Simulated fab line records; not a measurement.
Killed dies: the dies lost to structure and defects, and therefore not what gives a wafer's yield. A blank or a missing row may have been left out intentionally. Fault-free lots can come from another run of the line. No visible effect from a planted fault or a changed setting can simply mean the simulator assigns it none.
Problem report, 8D (eight disciplines) form, completed by code :: flow rit_cmos :: the parts of the form that need people (team, actions taken, sign-off) are left out

1. THE PROBLEM
Wafers with no fault read 238.4 s with a standard deviation of 0.43, whereas run_length_s at RIT_ACTIVE_ETCH_13 reads a mean of 254.2 s on 1 wafer of 1 lot. That is +37 standard deviations from the usual mean.
The step: etches Si3N4 in SF6, stops on SiO2, time 210 s, target depth 210 nm.
First seen on wafer L333.5, day 3 18:03, on rie_diel-02. Wafers with a number at this step in the record: 39, from 13 lots. Rule for "out", or "out of limits": more than 4 standard deviations from the usual mean. The other wafers with a number count as sound.

2. WHAT IT IS, WHAT IT ISN'T
question: which readings at this step
is: run_length_s
is not: drypump_motor_current_A, throttle_valve_pct

question: which lots
is: L333
is not: L323, L325, L327, L329, L330, L339, L340, L342, L343, L344, L345, L346

question: which wafers of those lots
is: L333.5
is not: L333.4, L333.6

question: read on which tools
is: rie_diel-02
is not: rie_diel-03, rie_diel-04

question: when
is: from day 3 18:03
is not: up to then (17 sound wafers); but 21 sound wafers of L339, L340, L342, L343, L344, L345, L346 came after

3. WHAT RULES OUT EACH SUSPECT
Counting: a tool at a process step up to the reading stays a suspect if it ran every lot that is out. Sound lots after the first of them don't rule it out here, since some wafers of a struck lot are sound.
- rie_diel-02 at RIT_ACTIVE_ETCH_13 (etches Si3N4 in SF6, stops on SiO2, time 210 s, target depth 210 nm): kept. The lot that is out, L333, ran on it at day 3 18:03; the last sound lot it ran before that was L330, at day 3 01:50. Out on those wafers are its own readings of run_length_s.
- The sound lot-mates ran in chamber 1 of rie_diel-02 at RIT_ACTIVE_ETCH_13, but the wafers that are out ran in chamber 2.
The count leaves rie_diel-02 at RIT_ACTIVE_ETCH_13.

4. THE CAUSE (what the simulator had put in)
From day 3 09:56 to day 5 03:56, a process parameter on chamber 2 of rie_diel-02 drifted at RIT_ACTIVE_ETCH_13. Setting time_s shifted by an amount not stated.
This tool alone remained once counting was done.

5. THE EFFECT CHAIN, in route order
One row per reading whose mean, taken over the struck wafers that have a number, lies over 3 standard deviations from the usual. Only readings for which the record gives a usual standard deviation are gone through. hours: the time from each lot's start at the first step in this table that gives one to its start at this step, as a median over the lots. sigmas: the change in usual standard deviations.
hours: 0
step: RIT_ACTIVE_ETCH_13
reading: run_length_s
usual: 238.4 s
on struck wafers: 254.2
change: +15.8
sigmas: +37
Here are the process steps it includes:
- RIT_ACTIVE_ETCH_13: etches Si3N4 in SF6, stops on SiO2, time 210 s, target depth 210 nm.

6. HOW IT WOULD HAVE BEEN CAUGHT EARLIER
The fault began at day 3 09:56; the first out-of-limits reading in this record came at day 3 18:03, 8 hours later.
